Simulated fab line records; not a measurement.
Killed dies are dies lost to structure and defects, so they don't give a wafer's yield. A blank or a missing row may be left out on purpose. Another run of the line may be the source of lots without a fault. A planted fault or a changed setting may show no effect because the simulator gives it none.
Code-filled problem report in 8D (eight disciplines) form -- flow ritCmos -- the parts of the form that need people (team, actions taken, sign-off) are left out

## 1. WHAT IS WRONG
At RIT_PSD_DEVELOP_05, developerTempC averages 20.80 C over 6 wafers from 2 lots, while fault-free wafers read 22.99 C, standard deviation 0.12. Relative to the usual mean, that is a shift of -18 standard deviations.
The step: develop time 50 s.
The first sign was on wafer L952.1 at day 4 17:00, on lithoTrack-01. Wafers with a number at this step in the record: 42, from 14 lots. Rule for "out", or "out of limits": more than 4 standard deviations from the usual mean. Any other wafer with a number is counted as sound.

## 2. WHAT IT IS, AND WHAT IT ISN'T
question,is,is not
which readings at this step,developerTempC,-
which lots,"L952, L956","L945, L946, L947, L948, L949, L959, L960, L961, L962, L963, L966, L967"
which wafers of those lots,all that have a number,-
read on which tools,lithoTrack-01,"lithoTrack-03, lithoTrack-04"
when,from day 4 17:00,"up to then (15 sound wafers); but 21 sound wafers of L959, L960, L961, L962, L963, L966, L967 came after"

## 3. THE SUSPECTS, EACH WITH WHAT RULES IT OUT
Counting: a tool at a process step up to the reading stays a suspect if it ran every lot that is out and no sound lot after the first of them.
- lithoTrack-01 at RIT_PSD_DEVELOP_05 (develop time 50 s): kept. All lots that are out passed through it, beginning with L952 at day 4 17:00, and no sound lot followed; its final sound lot before that point was L947 at day 3 12:00. Its own developerTempC readings are out on those wafers.
Remaining after the count: lithoTrack-01 at RIT_PSD_DEVELOP_05.

## 4. THE CAUSE (what the simulator had put in)
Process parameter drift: lithoTrack-01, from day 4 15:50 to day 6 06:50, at RIT_PSD_DEVELOP_05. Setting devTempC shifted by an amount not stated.
Counting left only this tool.

## 5. THE CHAIN OF EFFECTS, in route order
Each row: a reading where the mean over the struck wafers with a number is more than 3 standard deviations away from the usual. Readings are gone through only where the record gives a usual standard deviation; hours: the median, over the lots, of the time from a lot's start at the first step in this table giving one to that lot's start at this step; sigmas: the change measured in usual standard deviations.
hours,step,reading,usual,on struck wafers,change,sigmas
0,RIT_PSD_DEVELOP_05,developerTempC,22.99 C,20.80,-2.19,-18
Process steps it contains:
- RIT_PSD_DEVELOP_05: develop time 50 s.

## 6. WHAT WOULD HAVE CAUGHT IT SOONER
In this record the first reading out of limits was taken at day 4 17:00, 1 hour after the fault began at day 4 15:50.
